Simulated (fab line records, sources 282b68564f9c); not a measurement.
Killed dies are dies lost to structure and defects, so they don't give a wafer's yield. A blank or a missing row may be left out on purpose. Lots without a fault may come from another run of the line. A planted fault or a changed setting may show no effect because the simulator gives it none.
Split-lot experiment | flow rit_cmos | 5 lots, 23 wafers read, on a route of 202 steps

THE SPLIT
At RIT_PLDD_COAT_01 (resist thk 1000 nm), the setting spin_rpm was moved away from the recipe's 3250 rpm on 10 of the 23 wafers read, by -7.4% to +3.8%. The other wafers ran this setting at the recipe's value.

The reading is taken at the split's own step.

THE READING
NOVOLAK_of_PLDD_COAT_01.thk_nm (the simulator's own value, which no gauge read), in nm, at RIT_PLDD_COAT_01 (resist thk 1000 nm). The file gives no usual value for it. The 13 wafers here that ran the recipe average 1002.6 nm, standard deviation 3.1 nm.

wafer  | tool, chamber at the split | spin_rpm as run, rpm | against the recipe | NOVOLAK_of_PLDD_COAT_01.thk_nm, nm | against lot-mates on the recipe
L077.1 | litho_track-02, 0          | 3250                 | recipe             | 1004                               | -
L077.2 | litho_track-02, 0          | 3009                 | -7.4%              | 1040                               | +38.3
L077.3 | litho_track-02, 0          | 3250                 | recipe             | 1001                               | -
L077.5 | litho_track-02, 0          | 3250                 | recipe             | 1000                               | -
L077.6 | litho_track-02, 0          | 3009                 | -7.4%              | 1039                               | +37.3
L079.1 | litho_track-03, 0          | 3372                 | +3.8%              | 983.6                              | -21.1
L079.2 | litho_track-03, 0          | 3250                 | recipe             | 1004                               | -
L079.3 | litho_track-03, 0          | 3250                 | recipe             | 1004                               | -
L079.4 | litho_track-03, 0          | 3372                 | +3.8%              | 985.1                              | -19.6
L079.5 | litho_track-03, 0          | 3250                 | recipe             | 1006                               | -
L080.1 | litho_track-02, 0          | 3166                 | -2.6%              | 1016                               | +10.0
L080.2 | litho_track-02, 0          | 3250                 | recipe             | 1007                               | -
L080.3 | litho_track-02, 0          | 3250                 | recipe             | 1005                               | -
L080.5 | litho_track-02, 0          | 3166                 | -2.6%              | 1018                               | +12.0
L080.6 | litho_track-02, 0          | 3166                 | -2.6%              | 1019                               | +13.0
L081.1 | litho_track-02, 0          | 3161                 | -2.7%              | 1015                               | +17.3
L081.6 | litho_track-02, 0          | 3161                 | -2.7%              | 1015                               | +17.3
L081.2 | litho_track-02, 0          | 3250                 | recipe             | 1001                               | -
L081.3 | litho_track-02, 0          | 3250                 | recipe             | 994.4                              | -
L081.5 | litho_track-02, 0          | 3161                 | -2.7%              | 1018                               | +20.3
L082.1 | litho_track-02, 0          | 3250                 | recipe             | 1001                               | -
L082.4 | litho_track-02, 0          | 3250                 | recipe             | 1004                               | -
L082.5 | litho_track-02, 0          | 3250                 | recipe             | 1003                               | -

THE FIT
A straight line over all 23 wafers: NOVOLAK_of_PLDD_COAT_01.thk_nm changes by -5 nm for each +1% of spin_rpm; r = -0.98; the points scatter about the line by 2.7 nm.
The same after taking each lot's own level away (the mean of its wafers on the recipe; 23 wafers): -5.27 nm for each +1%; r = -0.99; scatter 2.3 nm.
On that fit, the largest move of spin_rpm shifts the reading by 39 nm.
The lots' own levels span 997.70 to 1006.00 nm, that is 2.7 times the standard deviation above.
So the lot-to-lot level changes the slope little: the two slopes agree.
Check: with one of the wafers moved furthest among these (-7.4%) left out of the fit, the line predicts +39.5 nm for it against its lot-mates. It came out at +38.3 nm against them.

OTHER SPLITS ON THESE WAFERS
These wafers also went through other splits before the reading. Each is held against what the fit with the lots' levels taken away leaves over:
other split on the same wafers      | wafers away from the commonest value | r with NOVOLAK_of_PLDD_COAT_01.thk_nm (lot level and that fit taken away)
RIT_ACTIVE_CVD_03 sih2cl2_flow_sccm | 15                                   | -0.37
RIT_FOX2_OXIDATION_00 ox_time_s     | 18                                   | +0.50
RIT_NWELL_IMPLANT_08 energy_kev     | 10                                   | -0.26
RIT_PWELL_IMPLANT_08 dose_cm2       | 9                                    | +0.07
RIT_NRETRO_COAT_01 resist_thk_nm    | 10                                   | +0.28
RIT_GATE_CLEAN_02 time_s            | 18                                   | +0.18
RIT_GATE_CVD_08 temp_c              | 10                                   | +0.37
RIT_GATE_ETCH_19 time_s             | 9                                    | -0.08
RIT_REOX_OXIDATION_03 ox_time_s     | 10                                   | -0.27

THE FILE'S OWN FIT
NOVOLAK_of_PLDD_COAT_01.thk_nm changes by -5.24 nm for each +1% of spin_rpm, r = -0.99.
